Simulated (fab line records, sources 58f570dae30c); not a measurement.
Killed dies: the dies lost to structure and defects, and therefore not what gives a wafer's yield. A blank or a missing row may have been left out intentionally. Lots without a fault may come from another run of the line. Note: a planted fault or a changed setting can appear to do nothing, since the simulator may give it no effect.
Chamber matching :: flow berkeley cmos170 :: UCB170_ACTIVE_ETCH_15 on rie diel-02 has 4 sister chambers
The step etches Si3N4 in CH3F/Ar/O2, stops on SiO2, target depth 242 nm, time 151 s. 22 wafers are shown with their chamber, then 11 later ones without.

WAFERS WITH THEIR CHAMBER
wafer: L076.3
chamber: 2
drypump motor current A (A): 5.8
throttle valve pct (%): 8.10
oes product au (a.u.): 0.934

wafer: L076.4
chamber: 1
drypump motor current A (A): 4.9
throttle valve pct (%): 8.08
oes product au (a.u.): 0.955

wafer: L076.6
chamber: 2
drypump motor current A (A): 5.8
throttle valve pct (%): 8.08
oes product au (a.u.): 0.931

wafer: L078.1
chamber: 0
drypump motor current A (A): 4.9
throttle valve pct (%): 8.19
oes product au (a.u.): 0.974

wafer: L078.3
chamber: 2
drypump motor current A (A): 5.8
throttle valve pct (%): 8.08
oes product au (a.u.): 0.939

wafer: L078.5
chamber: 2
drypump motor current A (A): 5.8
throttle valve pct (%): 8.09
oes product au (a.u.): 0.933

wafer: L080.1
chamber: 1
drypump motor current A (A): 4.9
throttle valve pct (%): 8.07
oes product au (a.u.): 0.949

wafer: L080.2
chamber: 0
drypump motor current A (A): 4.9
throttle valve pct (%): 8.19
oes product au (a.u.): 0.970

wafer: L080.3
chamber: 3
drypump motor current A (A): 5.8
throttle valve pct (%): 8.15
oes product au (a.u.): 0.966

wafer: L081.2
chamber: 1
drypump motor current A (A): 4.9
throttle valve pct (%): 8.07
oes product au (a.u.): 0.942

wafer: L081.4
chamber: 2
drypump motor current A (A): 5.8
throttle valve pct (%): 8.09
oes product au (a.u.): 0.937

wafer: L081.5
chamber: 3
drypump motor current A (A): 5.8
throttle valve pct (%): 8.12
oes product au (a.u.): 0.961

wafer: L084.2
chamber: 0
drypump motor current A (A): 4.9
throttle valve pct (%): 8.18
oes product au (a.u.): 0.971

wafer: L084.5
chamber: 2
drypump motor current A (A): 5.8
throttle valve pct (%): 8.09
oes product au (a.u.): 0.928

wafer: L084.6
chamber: 1
drypump motor current A (A): 4.9
throttle valve pct (%): 8.06
oes product au (a.u.): 0.944

wafer: L083.1
chamber: 3
drypump motor current A (A): 5.8
throttle valve pct (%): 8.13
oes product au (a.u.): 0.977

wafer: L083.3
chamber: 2
drypump motor current A (A): 5.8
throttle valve pct (%): 8.09
oes product au (a.u.): 0.939

wafer: L083.4
chamber: 0
drypump motor current A (A): 5.0
throttle valve pct (%): 8.18
oes product au (a.u.): 0.973

wafer: L091.1
chamber: 0
drypump motor current A (A): 4.9
throttle valve pct (%): 8.17
oes product au (a.u.): 0.962

wafer: L091.2
chamber: 1
drypump motor current A (A): 4.9
throttle valve pct (%): 8.07
oes product au (a.u.): 0.952

wafer: L091.6
chamber: 0
drypump motor current A (A): 4.9
throttle valve pct (%): 8.19
oes product au (a.u.): 0.973

wafer: L092.1
chamber: 0
drypump motor current A (A): 4.9
throttle valve pct (%): 8.18
oes product au (a.u.): 0.971

SIGNATURES (means of the wafers above)
reading: drypump motor current A
chamber 0: 4.914
chamber 1: 4.900
chamber 2: 5.800
chamber 3: 5.800
scatter within a chamber: 0.0218

reading: throttle valve pct
chamber 0: 8.1829
chamber 1: 8.0700
chamber 2: 8.0886
chamber 3: 8.1333
scatter within a chamber: 0.00848

reading: oes product au
chamber 0: 0.97057
chamber 1: 0.94840
chamber 2: 0.93443
chamber 3: 0.96800
scatter within a chamber: 0.00501
Rule: a wafer's distance from a chamber is the root of the sum, over the readings, of the square of ((its reading less the chamber's mean) divided by the reading's scatter). The wafer belongs to the nearest chamber; if the next one is less than 2 further off, it can't be placed. The scatter: the root of (the sum of the squares of (reading less its chamber's mean) over the shown wafers, divided by (wafers less chambers)).

WAFERS WITH NO CHAMBER GIVEN
wafer: L092.2
drypump motor current A (A): 5.8
throttle valve pct (%): 8.08
oes product au (a.u.): 0.933

wafer: L092.3
drypump motor current A (A): 5.0
throttle valve pct (%): 8.06
oes product au (a.u.): 0.940

wafer: L092.4
drypump motor current A (A): 5.8
throttle valve pct (%): 8.12
oes product au (a.u.): 0.970

wafer: L092.5
drypump motor current A (A): 5.8
throttle valve pct (%): 8.07
oes product au (a.u.): 0.938

wafer: L092.6
drypump motor current A (A): 5.8
throttle valve pct (%): 8.13
oes product au (a.u.): 0.973

wafer: L095.3
drypump motor current A (A): 5.8
throttle valve pct (%): 8.13
oes product au (a.u.): 0.972

wafer: L095.5
drypump motor current A (A): 5.8
throttle valve pct (%): 8.13
oes product au (a.u.): 0.972

wafer: L095.6
drypump motor current A (A): 4.9
throttle valve pct (%): 8.20
oes product au (a.u.): 0.969

wafer: L096.4
drypump motor current A (A): 4.9
throttle valve pct (%): 8.19
oes product au (a.u.): 0.963

wafer: L096.5
drypump motor current A (A): 5.8
throttle valve pct (%): 8.14
oes product au (a.u.): 0.964

wafer: L096.6
drypump motor current A (A): 4.9
throttle valve pct (%): 8.06
oes product au (a.u.): 0.942

CHAMBER TAKEN BY EACH
wafer: L092.2
from the rows above: 2
in truth: 2

wafer: L092.3
from the rows above: 1
in truth: 1

wafer: L092.4
from the rows above: 3
in truth: 3

wafer: L092.5
from the rows above: 2
in truth: 2

wafer: L092.6
from the rows above: 3
in truth: 3

wafer: L095.3
from the rows above: 3
in truth: 3

wafer: L095.5
from the rows above: 3
in truth: 3

wafer: L095.6
from the rows above: 0
in truth: 0

wafer: L096.4
from the rows above: 0
in truth: 0

wafer: L096.5
from the rows above: 3
in truth: 3

wafer: L096.6
from the rows above: 1
in truth: 1
Placed correctly: 11 of 11. From these rows, 0 cannot be placed. Placed wrongly: 0.
